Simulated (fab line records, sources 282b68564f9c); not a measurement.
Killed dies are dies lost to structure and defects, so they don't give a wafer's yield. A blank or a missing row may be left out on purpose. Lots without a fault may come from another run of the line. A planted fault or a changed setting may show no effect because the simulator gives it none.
fab line records | flow rit_cmos
record lots=6 wafers=18 last_day=7
route steps=202 shown NLDD@109 PLDD@114 M1@202
lots that met no fault: from a run of the same line without faults
start_h: hours from the record's first day to the start of the lot's first wafer shown | wait_h: hours since the lot's step before | " the same as in the row above | L1.1+2: a row that stands for several wafers | - no value, or no start given | * or withheld: withheld | < > ~ a bound
route shown NAME@n: a module of which the file shows steps, and the number in the route of the first | usual: mean/standard deviation of fault-free wafers | same: alike in all rows | chamber/n: place in a boat | sites: the reading at each site | _std_site: their standard deviation | _edge_site: outer sites' mean less inner sites' | radius_mm: how far each site lies from the wafer's centre | mask NAME#n: copy n | behind: the tool/chamber that last shaped the wafer | hold: why the lot was held/for how many hours/how that ended | device: the transistor (n, p or np) that didn't switch | end of line: the same wafers' tests at the end of the route | a step without rows: its recipe alone | killed: dies lost to structure and defects at the first sort, not the wafer's yield | map: a wafer's dies, x killed, . not, _ none there
set.NAME: the setting as run; set.NAME@STEP: as run at that earlier step | model.NAME: the simulator's own value behind a step, which no gauge read
lots at some steps of the route; a table a step, a row a wafer
services: from which hour (start_h, from the record's first day; less than 0 if before it) a tool's chamber was out of use, for how many hours, and why
## steps
# step RIT_NLDD_OVL_MEAS_06
# usual NLDD_OVL=0.2/1.4
# columns lot.wafer tool chamber start_h wait_h NLDD_OVL[nm]
L230.2 overlay-01 - 48.90 - -0.2
L230.3 " - " " -2.0
L230.4 " - " " 0.7
L233.3 overlay-01 - 70.36 - -0.6
L233.4 " - " " 0.1
L233.6 " - " " -2.0
L242.3 overlay-01 - 111.43 - 0.8
L242.4 " - " " -0.5
L242.6 " - " " -1.5
L243.1 overlay-01 - 117.58 - 0.6
L243.5 " - " " 1.1
L243.6 " - " " -0.1
L249.4 overlay-02 - 140.36 - 0.8
L249.5 " - " " -0.6
L249.6 " - " " -1.2
L250.2 overlay-01 - 148.12 - -0.6
L250.4 " - " " 0.4
L250.5 " - " " -1.0
# step RIT_NLDD_HARDBAKE_07
# recipe resist=NOVOLAK temp_c=140 time_s=60
# step RIT_NLDD_IMPLANT_08
# recipe species=P energy_kev=20 dose_cm2=5e+14 tilt_deg=7
# step RIT_NLDD_STRIP_09
# recipe chemistry=O2 time_s=180 resist=NOVOLAK platen_temp_c=withheld power_w=500 pressure_mtorr=4000 o2_flow_sccm=4000
# usual drypump_motor_current_A=6.0/0.31
# columns lot.wafer tool chamber start_h wait_h drypump_motor_current_A rf_hours_counter_h
L230.2 plasma_asher-03 0 49.23 0.1 5.8 40
L230.3 " 0 " " 5.8 -
L230.4 " 1 " " 5.7 -
L233.3 plasma_asher-04 0 70.75 0.1 6.7 -
L233.4 " 1 " " 6.3 -
L233.6 " 1 " " 6.3 -
L242.3 plasma_asher-04 1 111.81 0.1 6.3 -
L242.4 " 0 " " 6.7 -
L242.6 " 1 " " 6.3 -
L243.1 plasma_asher-04 1 117.93 0.1 6.3 30
L243.5 " 1 " " 6.3 -
L243.6 " 0 " " 6.6 -
L249.4 plasma_asher-02 1 140.74 0.1 5.9 -
L249.5 " 0 " " 5.8 -
L249.6 " 1 " " 6.0 -
L250.2 plasma_asher-02 0 148.45 0.1 5.8 54
L250.4 " 1 " " 5.9 -
L250.5 " 0 " " 5.8 -
# step RIT_NLDD_TW_MEAS_10
# usual NLDD_TW=2472/12
# columns lot.wafer tool chamber start_h wait_h NLDD_TW
L230.2 film_metro-03 - 49.41 0.1 2461
L230.3 " - " " 2464
L230.4 " - " " 2467
L233.3 film_metro-03 - 70.88 0.1 2468
L233.4 " - " " 2467
L233.6 " - " " 2453
L242.3 film_metro-03 - 111.95 0.1 2470
L242.4 " - " " 2475
L242.6 " - " " 2477
L243.1 film_metro-03 - 118.11 0.1 2460
L243.5 " - " " 2482
L243.6 " - " " 2478
L249.4 film_metro-04 - 140.89 0.1 2476
L249.5 " - " " 2479
L249.6 " - " " 2462
L250.2 film_metro-01 - 148.63 0.1 2480
L250.4 " - " " 2470
L250.5 " - " " 2470
# step RIT_PLDD_HMDS_00
# recipe prime_time_s=60 prime_temp_c=140
# step RIT_PLDD_COAT_01
# recipe resist=NOVOLAK spin_rpm=3250 resist_thk_nm=1012
# step RIT_PLDD_SOFTBAKE_02
# recipe resist=NOVOLAK temp_c=90 time_s=60
# step RIT_PLDD_EXPOSE_03
# recipe mask_id=M8 na=0.57 target_cd_nm=40900 dose_mj=250
# step RIT_PLDD_PEB_04
# recipe resist=NOVOLAK temp_c=withheld time_s=withheld
# step RIT_PLDD_DEVELOP_05
# recipe resist=NOVOLAK develop_time_s=50 dev_temp_c=23
# step RIT_PLDD_OVL_MEAS_06
# usual PLDD_OVL=0.4/1.3
# columns lot.wafer tool chamber start_h wait_h PLDD_OVL[nm]
L230.2 overlay-01 - 50.32 - -0.6
L230.3 " - " " -1.4
L230.4 " - " " 0.8
L233.3 overlay-01 - 71.78 - 1.4
L233.4 " - " " 0.2
L233.6 " - " " -0.5
L242.3 overlay-02 - 112.88 - -0.2
L242.4 " - " " 0.3
L242.6 " - " " -0.6
L243.1 overlay-02 - 119.03 - -1.8
L243.5 " - " " -0.3
L243.6 " - " " 0.1
L249.4 overlay-01 - 141.87 - 0.6
L249.5 " - " " 0.9
L249.6 " - " " 0.0
L250.2 overlay-02 - 149.54 - -0.1
L250.4 " - " " 1.8
L250.5 " - " " 1.7
# step RIT_PLDD_HARDBAKE_07
# recipe resist=NOVOLAK temp_c=140 time_s=60
# usual heater_power_total_W=62.55/0.048 plate_temp_C=139.98/0.14
# columns lot.wafer tool chamber start_h wait_h heater_power_total_W plate_temp_C model.NOVOLAK_of_PLDD_COAT_01.thk_nm
L230.2 litho_track-02 0 50.38 0.0 62.62 139.85 892.9
L230.3 " 0 " " 62.56 140.03 892.4
L230.4 " 0 " " 62.60 139.80 894.7
L233.3 litho_track-01 0 71.86 0.1 62.53 140.12 896.1
L233.4 " 0 " " 62.60 140.23 894.6
L233.6 " 0 " " 62.54 140.10 894.9
L242.3 litho_track-01 0 112.96 0.1 59.58 134.80 898.1
L242.4 " 0 " " 59.56 134.78 901.8
L242.6 " 0 " " 59.53 134.74 899.1
L243.1 litho_track-01 0 119.07 0.0 59.53 134.61 902.9
L243.5 " 0 " " 59.62 134.57 902.8
L243.6 " 0 " " 59.49 134.72 900.5
L249.4 litho_track-04 0 141.96 0.1 62.56 140.02 895.5
L249.5 " 0 " " 62.46 140.11 895.7
L249.6 " 0 " " 62.64 140.08 895.2
L250.2 litho_track-02 0 149.59 0.0 62.60 139.99 887.2
L250.4 " 0 " " 62.58 139.92 890.7
L250.5 " 0 " " 62.62 139.87 892.7
# step RIT_PLDD_IMPLANT_08
# recipe species=BF2 energy_kev=20 dose_cm2=9e+14 tilt_deg=7
# step RIT_M1_PROBE_99
# usual killed_at_front_end=7.5/2.8 killed_dies=7.6/2.9 killed_open=3.7/2 killed_short=3.8/2
# same gross_dies=264 killed_at_M0_to_M3=0 killed_at_M4_up=0 killed_at_back_side=0 killed_at_contacts=0 killed_at_other=0
# columns lot.wafer tool chamber start_h wait_h killed_at_front_end killed_dies killed_open killed_short
L233.3 prober-02 - 86.00 0.2 6 6 4 2
L233.4 prober-02 - 86.05 0.2 9 9 3 5
L233.6 prober-02 - 86.15 0.2 7 7 1 6
L243.1 prober-02 - 134.08 0.1 3 3 0 3
L243.5 prober-02 - 134.28 0.2 11 11 5 6
L243.6 prober-02 - 134.33 0.2 7 7 5 2
L249.4 prober-01 - 155.99 0.2 4 4 1 3
L249.5 prober-01 - 156.04 0.2 5 5 2 3
L249.6 prober-01 - 156.09 0.2 6 6 3 3
L250.2 prober-02 - 163.29 0.1 8 8 5 3
L250.4 prober-02 - 163.39 0.2 9 9 6 3
L250.5 prober-02 - 163.44 0.2 8 8 3 5
# killed by level:class
L233.3 GATE:geometric_particle:open=2 SILICIDE:geometric_particle:open=2 FOX2:geometric_particle:short=1 REOX:geometric_particle:short=1
L233.4 GATE:geometric_particle:open=2 GATE:geometric_particle:short=2 FOX1:geometric_particle:short=1 REOX:geometric_particle:open=1 REOX:geometric_particle:short=1 SPACER:geometric_particle:short=1 NSD:coat_microbubble_printed=1
L233.6 GATE:geometric_particle:short=3 REOX:geometric_particle:short=2 FOX1:geometric_particle:short=1 GATE:geometric_particle:open=1
L243.1 FOX1:geometric_particle:short=2 GATE:geometric_particle:short=1
L243.5 FOX2:geometric_particle:short=2 GATE:geometric_particle:open=2 SPACER:geometric_particle:open=2 SILICIDE:geometric_particle:short=2 FOX1:geometric_particle:open=1 GATE:geometric_particle:short=1 REOX:geometric_particle:short=1
L243.6 GATE:geometric_particle:open=3 FOX1:geometric_particle:short=1 FOX1:geometric_particle:open=1 REOX:geometric_particle:short=1 SILICIDE:geometric_particle:open=1
L249.4 REOX:geometric_particle:short=3 GATE:geometric_particle:open=1
L249.5 FOX2:geometric_particle:open=1 FOX2:geometric_particle:short=1 GATE:geometric_particle:open=1 GATE:geometric_particle:short=1 REOX:geometric_particle:short=1
L249.6 GATE:geometric_particle:short=2 SILICIDE:geometric_particle:open=1 GATE:geometric_particle:open=1 REOX:geometric_particle:open=1 SPACER:geometric_particle:short=1
L250.2 REOX:geometric_particle:open=4 GATE:geometric_particle:short=2 FOX1:geometric_particle:open=1 REOX:geometric_particle:short=1
L250.4 GATE:geometric_particle:open=2 REOX:geometric_particle:open=2 SPACER:geometric_particle:open=2 FOX2:geometric_particle:short=1 GATE:geometric_particle:short=1 REOX:geometric_particle:short=1
L250.5 GATE:geometric_particle:short=2 SILICIDE:geometric_particle:short=2 FOX2:geometric_particle:open=1 REOX:geometric_particle:short=1 REOX:geometric_particle:open=1 SILICIDE:geometric_particle:open=1
## services
# columns tool chamber start_h hours kind
plasma_asher-02 - 72.58 11.4 pm
plasma_asher-03 - 110.39 7.6 repair
## key
first_sign step=RIT_PLDD_HARDBAKE_07 reading=heater_power_total_W direction=down sigmas=63 usual=62.55 struck=59.55
effect step=RIT_PLDD_HARDBAKE_07 reading=plate_temp_C direction=down sigmas=37 usual=* struck=*
model_effect step=RIT_PLDD_HARDBAKE_07 value=NOVOLAK_of_PLDD_COAT_01.thk_nm without=892 struck=900.8
met_at RIT_PLDD_HARDBAKE_07
struck_wafers L242.3,L242.4,L242.6,L243.1,L243.5,L243.6
tester_left_out L242,L243
onset_between 71.86 112.96
fault kind=process_parameter_drift tool=litho_track-01 chamber=- onset_h=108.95 steps=RIT_PLDD_HARDBAKE_07 channel=temp_c offset=* shape=step end_h=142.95 acts_in=* stated=*
# tester_left_out: of these lots the tester's yield and bins aren't shown, on N5 and GAA mostly nor the transistor test; their killed dies are dies lost to structure and defects alone, not to doping, threshold or leakage, so they don't give the yield
